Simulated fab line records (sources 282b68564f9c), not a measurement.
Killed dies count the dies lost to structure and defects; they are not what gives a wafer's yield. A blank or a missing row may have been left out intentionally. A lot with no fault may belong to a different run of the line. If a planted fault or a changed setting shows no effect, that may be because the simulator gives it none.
A struck lot beside a sound one :: flow ritCmos :: 15 steps out of a route of 202
Sound: these wafers, L192.1, L192.2, L192.5. Struck: wafer L204.6 (L204.2, L204.4, from the same lot, were not struck and are left out); the cause is given at the end.
For every step that has rows: the tool of each side, followed by ch and its chambers, followed by its first start. Under that, the readings that differ: sound wafers :: struck wafers :: difference of the means :: sigmas: that difference in standard deviations of wafers without a fault.
alike: words and numbers the same on both sides, and readings whose means are apart by under 2 such deviations; not compared: readings that were withheld, readings missing a value for some wafer, numbers with overlapping values and no deviation given by the record, and bounds like >300 which may hide the same value.
Wherever a step has rows on one side only, a row that says differs or no value, or a row with sigmas, the two part there. Non-overlapping numbers with no deviation appear without sigmas and do not part them. Lack of a reading on every wafer of one side parts them only where that side has two or more wafers.

RIT_CONTACT_CVD_00: deposits SiO2 from TEOS, target thk 400 nm, time 63.48 s.
  sound on pecvd-01 ch 0,2, day 3 22:33; struck on pecvd-01 ch 1, day 6 09:25
  alike: heaterPowerW
  not compared: sinceWetCleanH
RIT_CONTACT_THK_MEAS_01:
  sound: filmMetro-01 at day 3 22:36; struck: filmMetro-04 at day 6 09:30
reading: CONTACT_TEOS_THK (nm)
sound: 402 415 415
struck: 423
difference: +12
sigmas: +2
then, 6 steps without rows for these wafers: RIT_CONTACT_HMDS_02 (prime time 60 s); RIT_CONTACT_COAT_03 (resist thk 1000 nm); RIT_CONTACT_SOFTBAKE_04 (time 60 s); RIT_CONTACT_EXPOSE_05 (exposes mask M11, target cd 1000 nm); RIT_CONTACT_PEB_06; RIT_CONTACT_DEVELOP_07 (develop time 120 s).
RIT_CONTACT_CD_MEAS_08: target cd 1000 nm.
  sound: cdSem-02 at day 3 23:47; struck: cdSem-02 at day 6 10:32
  alike: cdNm
RIT_CONTACT_OVL_MEAS_09:
  sound: overlay-01 at day 3 23:54; struck: overlay-01 at day 6 10:38
reading: CONTACT_OVL (nm)
sound: 1.0 2.1 1.3
struck: -1.2
difference: -2.7
sigmas: -2
then, 1 step without rows for these wafers: RIT_CONTACT_HARDBAKE_10 (time 60 s).
RIT_CONTACT_ETCH_11: etches SiO2 in CHF3/CF4/Ar, stops on TiSi2, target depth 480 nm, time 320 s.
  sound on rieDiel-03 ch 2,3, day 4 00:05; struck on rieDiel-03 ch 2, day 6 10:49
  alike: chamberPressureMTorr, drypumpMotorCurrentA, oesProductAu, throttleValvePct
  not compared: rfHoursCounterH
RIT_CONTACT_STRIP_12: strips in O2, time 180 s.
  sound on plasmaAsher-02 ch 0,1, day 4 00:17; struck on plasmaAsher-02 ch 1, day 6 11:01
reading: runLengthS (s)
sound: 207.3 209.4 208.0
struck: 232.7
difference: +24.5
sigmas: +42
  alike: chamberPressureMTorr, drypumpMotorCurrentA
  not compared: rfHoursCounterH
RIT_CONTACT_CD_MEAS_90: target cd 1000 nm.
  sound: cdSem-01 at day 4 00:28; struck: cdSem-02 at day 6 11:13
  alike: cdNm
RIT_M1_PROBE_99:
  sound: prober-02 at day 4 05:05; struck: prober-01 at day 6 16:17
  alike: killedAtContacts, killedAtFrontEnd, killedDies, killedOpen, killedShort

## WHERE THEY PART
At RIT_CONTACT_THK_MEAS_01 first; at RIT_CONTACT_STRIP_12 last (within this record only). Later steps at which nothing parts them and some readings are alike: RIT_CONTACT_CD_MEAS_90, RIT_M1_PROBE_99.

WHY: the cause the simulator had injected
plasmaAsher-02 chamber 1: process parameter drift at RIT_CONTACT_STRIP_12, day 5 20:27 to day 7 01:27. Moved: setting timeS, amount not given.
